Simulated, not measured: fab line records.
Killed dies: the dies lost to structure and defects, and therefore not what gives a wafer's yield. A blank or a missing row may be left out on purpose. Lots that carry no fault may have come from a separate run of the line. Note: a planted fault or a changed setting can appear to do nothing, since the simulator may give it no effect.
Matching of chambers + flow berkeleyCmos170 + UCB170_V2_CMP_02 on cmp-01 has 4 sister chambers
The step polishes SiO2. 8 wafers are shown with their chamber, then 10 later ones without.

== WAFERS WITH THEIR CHAMBER ==
| wafer  | chamber | motorCurrentA (A) |
|--------|---------|-------------------|
| L629.2 | 1       | 15.1              |
| L629.3 | 2       | 17.4              |
| L629.6 | 0       | 15.0              |
| L632.1 | 3       | 15.2              |
| L632.5 | 0       | 15.4              |
| L632.6 | 3       | 15.2              |
| L635.1 | 2       | 16.7              |
| L635.2 | 1       | 15.6              |

== WAFERS WITH NO CHAMBER GIVEN ==
| wafer  | motorCurrentA (A) |
|--------|-------------------|
| L635.6 | 17.7              |
| L637.1 | 14.5              |
| L637.4 | 17.7              |
| L637.5 | 16.9              |
| L644.1 | 15.7              |
| L644.2 | 15.4              |
| L644.6 | 18.0              |
| L645.1 | 16.3              |
| L645.2 | 14.7              |
| L645.6 | 14.6              |

== WHICH CHAMBER EACH ONE RAN IN ==
| wafer  | from the rows above               | in truth |
|--------|-----------------------------------|----------|
| L635.6 | 2                                 | 2        |
| L637.1 | can't be placed: 0 or 3 or 1      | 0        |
| L637.4 | 2                                 | 2        |
| L637.5 | 2                                 | 2        |
| L644.1 | can't be placed: 1 or 0 or 3      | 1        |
| L644.2 | can't be placed: 1 or 0 or 3      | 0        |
| L644.6 | 2                                 | 2        |
| L645.1 | can't be placed: 2 or 1 or 0 or 3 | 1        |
| L645.2 | can't be placed: 0 or 3 or 1      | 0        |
| L645.6 | can't be placed: 0 or 3 or 1      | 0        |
Correct placement for 4 of the 10. Not placeable from these rows: 6 (in 6, the candidates include the true chamber). Wrongly placed: 0.
How it was worked out, from the rows above alone: a wafer's distance from a chamber is the root of the sum, over the readings, of the square of ((its reading less the chamber's mean) divided by the reading's scatter). If the next closest chamber is less than 2 further off than the closest, the wafer can't be placed; otherwise it belongs to the closest. For every chamber, the mean is computed from those of its wafers that are shown. The scatter: the root of (the sum of the squares of (reading less its chamber's mean) over the shown wafers, divided by (wafers less chambers)).
